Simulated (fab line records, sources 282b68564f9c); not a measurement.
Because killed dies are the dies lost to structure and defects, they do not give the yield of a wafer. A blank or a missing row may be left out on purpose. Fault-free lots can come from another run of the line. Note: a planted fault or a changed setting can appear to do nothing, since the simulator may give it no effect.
A struck lot beside a sound one + flow ritCmos + 15 out of 202 route steps
Sound: the wafers L124.3, L124.4, L124.6. Struck: wafer L114.1 (left out: L114.3, L114.6 of the same lot, which were not struck); the cause appears at the end.
Each step with rows lists, per side, the tool, then ch with its chambers, then its first start. Under that, the readings that differ: sound wafers + struck wafers + difference of the means + sigmas: that difference in standard deviations of wafers without a fault.
alike: same words and numbers on both sides, and readings whose means sit less than 2 such deviations apart. not compared: any withheld reading, any reading some wafer has no value for, any bound like >300 that may hide the same value, and any number with overlapping values for which the record gives no deviation.
A row with sigmas, a row that says differs or no value, or rows on one side alone: a step with any of these is where the two part. Numbers that don't overlap but have no deviation are shown without sigmas and don't part them. A reading missing from all wafers of one side parts the sides only when that side holds two or more wafers.

first, 2 steps without rows for these wafers: RIT_REOX_CLEAN_02 (cleans in SC2, time 583.4 s); RIT_REOX_OXIDATION_03 (target thk 25.2 nm, ox time 5580 s).
RIT_REOX_THK_MEAS_04:
  sound: filmMetro-02 at day 6 20:52; struck: filmMetro-01 at day 4 17:29
  alike: REOX_OXIDE_THK
then, 6 steps without rows for these wafers: RIT_NLDD_HMDS_00 (prime time 60 s); RIT_NLDD_COAT_01 (resist thk 1000 nm); RIT_NLDD_SOFTBAKE_02 (time 60 s); RIT_NLDD_EXPOSE_03 (exposes mask M7, target cd 40700 nm); RIT_NLDD_PEB_04; RIT_NLDD_DEVELOP_05 (develop time 50 s).
RIT_NLDD_OVL_MEAS_06:
  sound: overlay-01 at day 6 21:50; struck: overlay-01 at day 4 18:38
| reading       | sound       | struck | difference | sigmas |
|---------------|-------------|--------|------------|--------|
| NLDD_OVL (nm) | 2.4 2.3 1.3 | -3.5   | -5.5       | -4     |
then, 2 steps without rows for these wafers: RIT_NLDD_HARDBAKE_07 (time 60 s); RIT_NLDD_IMPLANT_08.
RIT_NLDD_STRIP_09: strips in O2, time 180 s.
  sound on plasmaAsher-01 ch 0,1, day 6 22:13; struck on plasmaAsher-01 ch 0, day 4 18:59
| reading                      | sound          | struck | difference                   | sigmas      |
|------------------------------|----------------|--------|------------------------------|-------------|
| chamberPressureMTorr (mTorr) | 4001 3997 4002 | 2004   | -1996                        | -99 or more |
| rfHoursCounterH (h)          | - - -          | 31     | no value on the sound wafers |             |
  alike: drypumpMotorCurrentA
RIT_NLDD_TW_MEAS_10:
  sound: filmMetro-02 at day 6 22:21; struck: filmMetro-04 at day 4 19:09
  alike: NLDD_TW
RIT_M1_PROBE_99:
  sound: prober-02 at day 7 13:34; struck: prober-01 at day 5 12:06
  alike: killedAtContacts, killedAtFrontEnd, killedDies, killedOpen, killedShort

== WHERE THEY PART ==
Last at RIT_NLDD_STRIP_09 as far as this record goes, first at RIT_NLDD_OVL_MEAS_06. Later steps at which nothing parts them and some readings are alike: RIT_NLDD_TW_MEAS_10, RIT_M1_PROBE_99.

WHY: what had been put in by the simulator
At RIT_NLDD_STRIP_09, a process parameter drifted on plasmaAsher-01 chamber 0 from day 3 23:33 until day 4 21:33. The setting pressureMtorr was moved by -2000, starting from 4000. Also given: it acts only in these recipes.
